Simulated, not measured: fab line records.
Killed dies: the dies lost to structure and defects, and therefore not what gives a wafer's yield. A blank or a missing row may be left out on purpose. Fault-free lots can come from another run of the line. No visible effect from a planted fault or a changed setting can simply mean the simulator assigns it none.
Which tool did it? | flow rit-cmos | 14 lots, 42 wafers sampled, at 1 step of a route of 202

WHAT THE GAUGES READ, wafer by wafer
Not one reading of a measure or inspect step in the record can be checked against a usual standard deviation.

EACH LOT AND THE TOOL THAT RAN IT (in order: tool; ch and the chambers of the sampled wafers; start)
lot  | RIT_GATE_DEVELOP_15
L166 | litho-track-01 ch 0, day 2 12:00
L168 | litho-track-01 ch 0, day 2 21:00
L169 | litho-track-01 ch 0, day 3 03:00
L171 | litho-track-02 ch 0, day 3 16:00
L172 | litho-track-01 ch 0, day 3 19:00
L174 | litho-track-01 ch 0, day 4 07:00
L175 | litho-track-01, day 4 10:00
L176 | litho-track-03, day 4 14:00
L178 | litho-track-01 ch 0, day 5 00:00
L182 | litho-track-01 ch 0, day 5 21:00
L185 | litho-track-03 ch 0, day 6 11:00
L186 | litho-track-02 ch 0, day 6 16:00
L187 | litho-track-01 ch 0, day 6 20:00
L189 | litho-track-01 ch 0, day 7 08:00
- RIT_GATE_DEVELOP_15: develop time 50 s.

WHAT THE TOOLS THEMSELVES READ (means of the sampled wafers that have a number; where no wafer has one, the mark that the record gives instead)
RIT_GATE_DEVELOP_15.
lot  | tool           | chill-plate-temp-C (C)
L166 | litho-track-01 | 23.15
L168 | litho-track-01 | 23.06
L169 | litho-track-01 | 23.04
L171 | litho-track-02 | 23.27
L172 | litho-track-01 | 23.05
L174 | litho-track-01 | 23.16
L175 | litho-track-01 | -
L176 | litho-track-03 | -
L178 | litho-track-01 | 23.08
L182 | litho-track-01 | 23.11
L185 | litho-track-03 | 23.04
L186 | litho-track-02 | 23.06
L187 | litho-track-01 | 23.03
L189 | litho-track-01 | 22.98

THE ANSWER, worked out from the rows above alone
Rule: usual is defined by the lots themselves. Put in order of their means at a reading, lots are off if they are a third of the lots or fewer, leave a main group of 4 or more, and stand apart from it by a gap of 3 or more times the standard deviation of the main group's means; of several such gaps the widest counts. A main group whose means are all the same, to the digits that the tables above print for the reading, isn't used. Also off: a lot with no number at a reading for which 4 or more lots have one. The other lots that the step has rows for count as sound. After the gauges, taken in route order, come the tools' own readings; for these a lot's mean is taken, as printed above. At the first step where some lot is off, the reading lying furthest off is the one used; lots without a number count as furthest.
Off at RIT_GATE_DEVELOP_15 (chill-plate-temp-C): L175, L176. Without a number there: L175, L176. The main group: mean 23.09 C, standard deviation 0.074.
A tool fits if, at that step or a process step before it, it ran every lot that is off, and no sound lot after the first of them. Of those tried, none fits.

WHAT HAD BEEN PUT IN BY THE SIMULATOR
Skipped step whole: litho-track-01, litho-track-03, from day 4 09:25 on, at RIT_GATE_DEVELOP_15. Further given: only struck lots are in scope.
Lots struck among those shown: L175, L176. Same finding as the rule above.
